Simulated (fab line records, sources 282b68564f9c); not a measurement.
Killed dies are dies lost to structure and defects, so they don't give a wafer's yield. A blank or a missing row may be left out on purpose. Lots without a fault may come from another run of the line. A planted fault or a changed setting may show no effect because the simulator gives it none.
fab line records | flow rit_cmos
record lots=5 wafers=15 last_day=7
route steps=202 shown SPACER@130 NSD@131 PSD@142
lots that met no fault: from a run of the same line without faults
start_h: hours from the record's first day to the start of the lot's first wafer shown | wait_h: hours since the lot's step before | " the same as in the row above | L1.1+2: a row that stands for several wafers | - no value, or no start given | * or withheld: withheld | < > ~ a bound
route shown NAME@n: a module of which the file shows steps, and the number in the route of the first | usual: mean/standard deviation of fault-free wafers | same: alike in all rows | chamber/n: place in a boat | sites: the reading at each site | _std_site: their standard deviation | _edge_site: outer sites' mean less inner sites' | radius_mm: how far each site lies from the wafer's centre | mask NAME#n: copy n | behind: the tool/chamber that last shaped the wafer | hold: why the lot was held/for how many hours/how that ended | device: the transistor (n, p or np) that didn't switch | end of line: the same wafers' tests at the end of the route | a step without rows: its recipe alone | killed: dies lost to structure and defects at the first sort, not the wafer's yield | map: a wafer's dies, x killed, . not, _ none there
set.NAME: the setting as run; set.NAME@STEP: as run at that earlier step | model.NAME: the simulator's own value behind a step, which no gauge read
lots at some steps of the route; a table a step, a row a wafer
services: from which hour (start_h, from the record's first day; less than 0 if before it) a tool's chamber was out of use, for how many hours, and why
## steps
# step RIT_SPACER_ETCHBACK_05
# recipe target_depth_a=2500 SF6_flow_sccm=30 CHF3_flow_sccm=30 target=Si3N4 chemistry=SF6/CHF3 pressure_mtorr=40 rf_w=250 time_s=240 stop_on=SiO2
# usual drypump_motor_current_A=5.9/0.58 oes_product_au=0.848/0.013 throttle_valve_pct=10.36/0.13
# columns lot.wafer tool chamber start_h wait_h drypump_motor_current_A oes_product_au rf_hours_counter_h throttle_valve_pct
L078.1 rie_diel-01 0 66.65 0.1 5.4 0.842 27 10.54
L078.4 " 3 " " 6.5 0.860 2 10.35
L078.6 " 2 " " 4.7 0.839 - 10.26
L084.4 rie_diel-04 1 95.41 0.0 5.9 0.852 0 10.32
L084.5 " 1 " " 5.9 0.854 - 10.34
L084.6 " 2 " " 6.4 0.833 - 10.56
L086.1 rie_diel-01 2 105.56 0.1 4.7 0.839 153 10.28
L086.3 " 1 " " 5.3 0.828 95 10.46
L086.5 " 1 " " 5.3 0.827 - 10.45
L090.3 rie_diel-02 3 133.73 0.0 6.6 0.852 7 10.36
L090.5 " 0 " " 6.4 0.851 - 10.42
L090.6 " 3 " " 6.6 0.850 - 10.40
L093.2 rie_diel-02 3 148.02 0.0 6.6 0.848 7 10.38
L093.3 " 0 " " 6.4 0.864 54 10.43
L093.4 " 1 " " 6.2 0.856 23 10.13
# step RIT_NSD_HMDS_00
# recipe prime_time_s=60 prime_temp_c=140
# usual exhaust_pa=45.1/0.82
# columns lot.wafer tool chamber start_h wait_h exhaust_pa
L078.1 litho_track-01 0 66.86 0.1 46.0
L078.4 " 0 " " 45.0
L078.6 " 0 " " 44.8
L084.4 litho_track-01 0 95.63 0.1 45.8
L084.5 " 0 " " 44.2
L084.6 " 0 " " 44.9
L086.1 litho_track-02 0 105.71 0.1 45.1
L086.3 " 0 " " 45.3
L086.5 " 0 " " 45.1
L090.3 litho_track-03 0 133.93 0.1 44.3
L090.5 " 0 " " 44.4
L090.6 " 0 " " 45.7
L093.2 litho_track-03 0 148.20 0.1 46.3
L093.3 " 0 " " 45.9
L093.4 " 0 " " 46.4
# step RIT_NSD_COAT_01
# recipe resist=NOVOLAK spin_rpm=3250 resist_thk_nm=1000
# usual exhaust_pa=45.1/0.77 spin_speed_rpm=3249.6/2.1
# columns lot.wafer tool chamber start_h wait_h exhaust_pa spin_speed_rpm
L078.1 litho_track-01 0 67.01 0.1 46.3 3248.2
L078.4 " 0 " " 44.8 3251.0
L078.6 " 0 " " 45.3 3247.4
L084.4 litho_track-01 0 95.78 0.1 44.7 3250.4
L084.5 " 0 " " 45.3 3246.7
L084.6 " 0 " " 44.6 3250.1
L086.1 litho_track-02 0 105.86 0.1 45.3 3249.5
L086.3 " 0 " " 44.7 3248.0
L086.5 " 0 " " 45.0 3244.6
L090.3 litho_track-03 0 134.08 0.1 44.9 3245.8
L090.5 " 0 " " 46.8 3245.4
L090.6 " 0 " " 45.1 3249.8
L093.2 litho_track-03 0 148.35 0.1 45.4 3250.7
L093.3 " 0 " " 44.4 3248.2
L093.4 " 0 " " 45.1 3252.8
# step RIT_NSD_SOFTBAKE_02
# recipe resist=NOVOLAK temp_c=90 time_s=60
# usual exhaust_pa=44.9/0.84 heater_power_total_W=34.57/0.054
# columns lot.wafer tool chamber start_h wait_h exhaust_pa heater_power_total_W
L078.1 litho_track-01 0 67.16 0.1 43.6 34.54
L078.4 " 0 " " 44.6 34.55
L078.6 " 0 " " 44.0 34.48
L084.4 litho_track-01 0 95.93 0.1 44.5 34.59
L084.5 " 0 " " 44.4 34.60
L084.6 " 0 " " 44.9 34.58
L086.1 litho_track-02 0 106.01 0.1 44.9 34.62
L086.3 " 0 " " 44.0 34.64
L086.5 " 0 " " 44.8 34.51
L090.3 litho_track-03 0 134.23 0.1 44.2 34.55
L090.5 " 0 " " 44.3 34.61
L090.6 " 0 " " 43.6 34.50
L093.2 litho_track-03 0 148.50 0.1 43.4 34.63
L093.3 " 0 " " 43.9 34.52
L093.4 " 0 " " 42.3 34.59
# step RIT_NSD_EXPOSE_03
# recipe mask_id=M9 na=0.57 target_cd_nm=40700 dose_mj=250
# usual focus_offset_nm=0.0/0.52 reticle_temp_C=22.99/0.1
# columns lot.wafer tool chamber start_h wait_h mask focus_offset_nm reticle_temp_C
L078.1 iline_stepper-01 0 67.31 0.1 M9#0 -0.5 22.93
L078.4 " 0 " " M9#0 0.0 22.88
L078.6 " 0 " " M9#0 -0.3 22.87
L084.4 iline_stepper-02 0 96.19 0.2 M9#0 -0.7 22.96
L084.5 " 0 " " M9#0 0.9 22.96
L084.6 " 0 " " M9#0 0.1 23.02
L086.1 iline_stepper-01 0 106.29 0.2 M9#0 -0.4 23.11
L086.3 " 0 " " M9#0 0.2 23.01
L086.5 " 0 " " M9#0 0.6 22.92
L090.3 iline_stepper-02 0 134.54 0.3 M9#0 0.1 22.97
L090.5 " 0 " " M9#0 -0.5 23.02
L090.6 " 0 " " M9#0 -0.4 23.05
L093.2 iline_stepper-02 0 148.71 0.2 M9#0 -0.3 23.09
L093.3 " 0 " " M9#0 -0.7 23.29
L093.4 " 0 " " M9#0 -0.2 23.14
# step RIT_NSD_PEB_04
# recipe resist=NOVOLAK temp_c=withheld time_s=withheld
# usual exhaust_pa=45.0/0.94
# columns lot.wafer tool chamber start_h wait_h exhaust_pa
L078.1 litho_track-01 0 67.43 0.1 46.7
L078.4 " 0 " " 45.5
L078.6 " 0 " " 44.3
L084.4 litho_track-01 0 96.33 0.1 43.2
L084.5 " 0 " " 45.0
L084.6 " 0 " " 44.9
L086.1 litho_track-02 0 106.40 0.1 44.7
L086.3 " 0 " " 44.2
L086.5 " 0 " " 44.7
L090.3 litho_track-03 0 134.67 0.1 44.5
L090.5 " 0 " " 44.0
L090.6 " 0 " " 45.4
L093.2 litho_track-03 0 148.83 0.1 44.3
L093.3 " 0 " " 44.1
L093.4 " 0 " " 44.9
# step RIT_NSD_DEVELOP_05
# recipe resist=NOVOLAK develop_time_s=50 dev_temp_c=23
# usual exhaust_pa=44.8/0.93
# columns lot.wafer tool chamber start_h wait_h exhaust_pa
L078.1 litho_track-01 0 - - 43.6
L078.4 " 0 " " 42.8
L078.6 " 0 " " 43.6
L084.4 litho_track-01 0 - - 43.6
L084.5 " 0 " " 44.9
L084.6 " 0 " " 43.4
L086.1 litho_track-02 0 - - 46.0
L086.3 " 0 " " 46.0
L086.5 " 0 " " 44.2
L090.3 litho_track-03 0 - - 45.6
L090.5 " 0 " " 45.7
L090.6 " 0 " " 45.0
L093.2 litho_track-03 0 - - 43.5
L093.3 " 0 " " 45.4
L093.4 " 0 " " 44.8
# step RIT_NSD_OVL_MEAS_06
# usual NSD_OVL=0.6/1.4
# columns lot.wafer tool chamber start_h wait_h NSD_OVL[nm]
L078.1 overlay-01 - 67.71 - -2.1
L078.4 " - " " 0.0
L078.6 " - " " -1.6
L084.4 overlay-01 - 96.55 - 2.3
L084.5 " - " " 2.5
L084.6 " - " " 2.3
L086.1 overlay-02 - 106.68 - -2.5
L086.3 " - " " -2.2
L086.5 " - " " -0.8
L090.3 overlay-01 - 134.92 - 2.3
L090.5 " - " " 2.1
L090.6 " - " " 1.3
L093.2 overlay-02 - 149.10 - 2.7
L093.3 " - " " 1.7
L093.4 " - " " 2.3
# step RIT_NSD_HARDBAKE_07
# recipe resist=NOVOLAK temp_c=140 time_s=60
# usual exhaust_pa=45.2/0.93 heater_power_total_W=62.54/0.05
# columns lot.wafer tool chamber start_h wait_h exhaust_pa heater_power_total_W
L078.1 litho_track-02 0 67.75 0.0 46.3 62.49
L078.4 " 0 " " 46.8 62.55
L078.6 " 0 " " 46.9 62.57
L084.4 litho_track-03 0 96.68 0.1 44.8 62.55
L084.5 " 0 " " 44.5 62.48
L084.6 " 0 " " 45.6 62.51
L086.1 litho_track-03 0 106.72 0.0 43.9 62.55
L086.3 " 0 " " 45.6 62.63
L086.5 " 0 " " 46.1 62.56
L090.3 litho_track-03 0 134.99 0.1 45.9 62.58
L090.5 " 0 " " 46.1 62.59
L090.6 " 0 " " 46.2 62.57
L093.2 litho_track-02 0 149.15 0.0 45.6 62.54
L093.3 " 0 " " 45.9 62.45
L093.4 " 0 " " 45.3 62.56
# step RIT_NSD_IMPLANT_08
# recipe species=P energy_kev=25 dose_cm2=1e+15 tilt_deg=7
# columns lot.wafer tool chamber start_h wait_h
L078.1+4+6 implanter-01 0 67.90 0.1
L084.4+5+6 implanter-04 0 96.83 0.1
L086.1+3+5 implanter-04 0 106.87 0.1
L090.3+5+6 implanter-04 0 135.14 0.1
L093.2+3+4 implanter-04 0 149.30 0.1
# step RIT_NSD_STRIP_09
# recipe chemistry=O2 time_s=180 resist=NOVOLAK platen_temp_c=withheld power_w=500 pressure_mtorr=4000 o2_flow_sccm=4000
# usual drypump_motor_current_A=5.9/0.48
# columns lot.wafer tool chamber start_h wait_h drypump_motor_current_A rf_hours_counter_h
L078.1 plasma_asher-01 1 68.05 0.1 6.3 47
L078.4 " 1 " " 6.3 -
L078.6 " 1 " " 6.3 -
L084.4 plasma_asher-01 1 96.96 0.1 6.3 -
L084.5 " 1 " " 6.3 -
L084.6 " 0 " " 5.8 -
L086.1 plasma_asher-01 1 107.02 0.1 6.3 51
L086.3 " 0 " " 5.7 -
L086.5 " 1 " " 6.3 -
L090.3 plasma_asher-04 1 135.30 0.1 5.2 -
L090.5 " 1 " " 5.2 -
L090.6 " 0 " " 6.6 -
L093.2 plasma_asher-01 0 149.43 0.1 5.8 55
L093.3 " 0 " " 5.8 -
L093.4 " 1 " " 6.3 -
# step RIT_NSD_TW_MEAS_10
# usual NSD_TW=3139/38
# columns lot.wafer tool chamber start_h wait_h NSD_TW
L078.1 film_metro-01 - 68.22 0.1 3150
L078.4 " - " " 3179
L078.6 " - " " 3172
L084.4 film_metro-04 - 97.11 0.1 3075
L084.5 " - " " 3086
L084.6 " - " " 3092
L086.1 film_metro-03 - 107.20 0.1 3153
L086.3 " - " " 3167
L086.5 " - " " 3165
L090.3 film_metro-01 - 135.43 0.1 3149
L090.5 " - " " 3162
L090.6 " - " " 3156
L093.2 film_metro-03 - 149.61 0.1 3166
L093.3 " - " " 3147
L093.4 " - " " 3131
# step RIT_PSD_HMDS_00
# recipe prime_time_s=60 prime_temp_c=140
# usual exhaust_pa=44.8/1
# columns lot.wafer tool chamber start_h wait_h exhaust_pa
L078.1 litho_track-01 0 68.28 0.1 43.8
L078.4 " 0 " " 44.5
L078.6 " 0 " " 44.1
L084.4 litho_track-02 0 97.21 0.1 45.2
L084.5 " 0 " " 45.4
L084.6 " 0 " " 45.6
L086.1 litho_track-04 0 107.26 0.1 44.4
L086.3 " 0 " " 44.2
L086.5 " 0 " " 43.3
L090.3 litho_track-02 0 135.83 0.4 44.2
L090.5 " 0 " " 43.7
L090.6 " 0 " " 43.2
L093.2 litho_track-04 0 149.69 0.1 44.6
L093.3 " 0 " " 44.4
L093.4 " 0 " " 44.5
# step RIT_PSD_COAT_01
# recipe resist=NOVOLAK spin_rpm=3250 resist_thk_nm=1000
# usual exhaust_pa=45.0/0.86 spin_speed_rpm=3249.5/2.1
# columns lot.wafer tool chamber start_h wait_h exhaust_pa spin_speed_rpm
L078.1 litho_track-01 0 68.43 0.1 44.0 3250.3
L078.4 " 0 " " 44.8 3248.4
L078.6 " 0 " " 45.7 3250.6
L084.4 litho_track-02 0 97.36 0.1 44.8 3244.1
L084.5 " 0 " " 43.9 3252.2
L084.6 " 0 " " 45.5 3247.6
L086.1 litho_track-04 0 107.41 0.1 45.1 3249.9
L086.3 " 0 " " 43.0 3248.6
L086.5 " 0 " " 43.4 3251.0
L090.3 litho_track-02 0 135.98 0.1 45.3 3243.9
L090.5 " 0 " " 44.8 3248.6
L090.6 " 0 " " 44.2 3247.6
L093.2 litho_track-04 0 149.84 0.1 44.6 3251.7
L093.3 " 0 " " 45.9 3248.3
L093.4 " 0 " " 45.3 3247.4
## services
# columns tool chamber start_h hours kind
rie_diel-04 - 67.33 4.4 repair
rie_diel-04 1 74.43 - clean
rie_diel-04 1 74.43 15.8 scheduled_down
rie_diel-04 1 74.43 15.8 vent_cycle
implanter-01 - 103.08 9.0 pm
plasma_asher-04 - 108.75 9.0 pm
plasma_asher-04 0 108.75 9.0 vent_cycle
plasma_asher-04 1 108.75 9.0 vent_cycle
plasma_asher-04 0 117.75 - clean
plasma_asher-04 1 117.75 - clean
iline_stepper-02 - 119.07 1.7 pm
rie_diel-02 1 120.10 5.9 repair
rie_diel-01 2 134.55 - clean
rie_diel-01 2 134.55 22.2 scheduled_down
rie_diel-01 2 134.55 22.2 vent_cycle
iline_stepper-01 - 148.04 1.7 pm
## key
fault none
